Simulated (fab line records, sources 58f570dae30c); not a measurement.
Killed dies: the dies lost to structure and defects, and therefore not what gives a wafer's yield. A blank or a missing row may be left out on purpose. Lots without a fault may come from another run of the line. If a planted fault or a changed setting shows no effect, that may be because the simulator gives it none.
Which tool was responsible? | flow berkeley_cmos170 | Sampling: 6 lots, 18 wafers, 4 of 331 route steps

WHAT EACH GAUGE READ, for each wafer
UCB170_M2_RS_MEAS_02: measurement is done with a four-point probe.
lot  | measured     | on            | M2_AL_RS (ohm/sq)
L433 | day 8 16:22  | film_metro-04 | 0.0317 0.0318 0.0322
L435 | day 9 11:40  | film_metro-04 | 0.0316 0.0317 0.0316
L436 | day 9 12:38  | film_metro-03 | 0.0321 0.0321 0.0321
L437 | day 9 17:32  | film_metro-03 | 0.0313 0.0319 0.0314
L445 | day 10 15:58 | film_metro-03 | 0.0323 0.0316 0.0533 0.0324 0.0317 0.0534
L452 | day 11 19:53 | film_metro-03 | 0.0312 0.0321 0.0320

WHICH TOOL RAN EACH LOT (tool, then ch and the chambers of the sampled wafers, then the start)
lot  | UCB170_M1_SPUTTER_00         | UCB170_V1_CVD_00                | UCB170_M2_SPUTTER_01
L433 | pvd_sputter-01, day 8 08:15  | pecvd-03 ch 0,1, day 8 12:47    | pvd_sputter-03, day 8 16:16
L435 | pvd_sputter-02, day 9 01:26  | pecvd-03 ch 0,1,2, day 9 08:29  | pvd_sputter-04, day 9 11:35
L436 | pvd_sputter-03, day 9 04:13  | pecvd-01 ch 0,1,2, day 9 08:29  | pvd_sputter-01, day 9 12:33
L437 | pvd_sputter-03, day 9 08:58  | pecvd-01 ch 1,2, day 9 12:49    | pvd_sputter-03, day 9 17:26
L445 | pvd_sputter-01, day 10 09:21 | pecvd-01 ch 0,2, day 10 13:24   | pvd_sputter-03, day 10 15:52
L452 | pvd_sputter-03, day 11 10:53 | pecvd-03 ch 0,1,2, day 11 17:02 | pvd_sputter-04, day 11 19:47
- UCB170_M1_SPUTTER_00: material Al, target thk 600 nm, time 80 s.
- UCB170_V1_CVD_00: deposits SiO2 from TEOS/O2, target thk 2000 nm, time 250 s.
- UCB170_M2_SPUTTER_01: material Al, target thk 900 nm, time 120 s.

THE ANSWER, worked out from the rows above alone
Rule: what is usual is taken from the lots themselves. The widest of any qualifying gaps counts: lots, ordered by their means at a reading, are off when they make up no more than a third of the lots, leave a main group of 4 or more, and stand apart from it by 3 or more times the standard deviation of that group's means. The tables above print the reading to a certain number of digits; a main group whose means all agree to those digits is not used. A lot without any number at a reading at which 4 lots or more have one is off too. Any other lot the step has rows for is counted as sound.
Off: L445, at UCB170_M2_RS_MEAS_02 (M2_AL_RS). Mean 0.0318 ohm/sq and standard deviation 0.0002 in the main group.
A tool fits if, at a process step before that reading, it ran every lot that is off, and no sound lot after the first of them. The gauges at UCB170_M2_RS_MEAS_02 are tried like those tools. Can't be told from this: 3 tools fit, pvd_sputter-01 at UCB170_M1_SPUTTER_00, pecvd-01 at UCB170_V1_CVD_00, pvd_sputter-03 at UCB170_M2_SPUTTER_01.

WHAT THE SIMULATOR HAD PUT IN
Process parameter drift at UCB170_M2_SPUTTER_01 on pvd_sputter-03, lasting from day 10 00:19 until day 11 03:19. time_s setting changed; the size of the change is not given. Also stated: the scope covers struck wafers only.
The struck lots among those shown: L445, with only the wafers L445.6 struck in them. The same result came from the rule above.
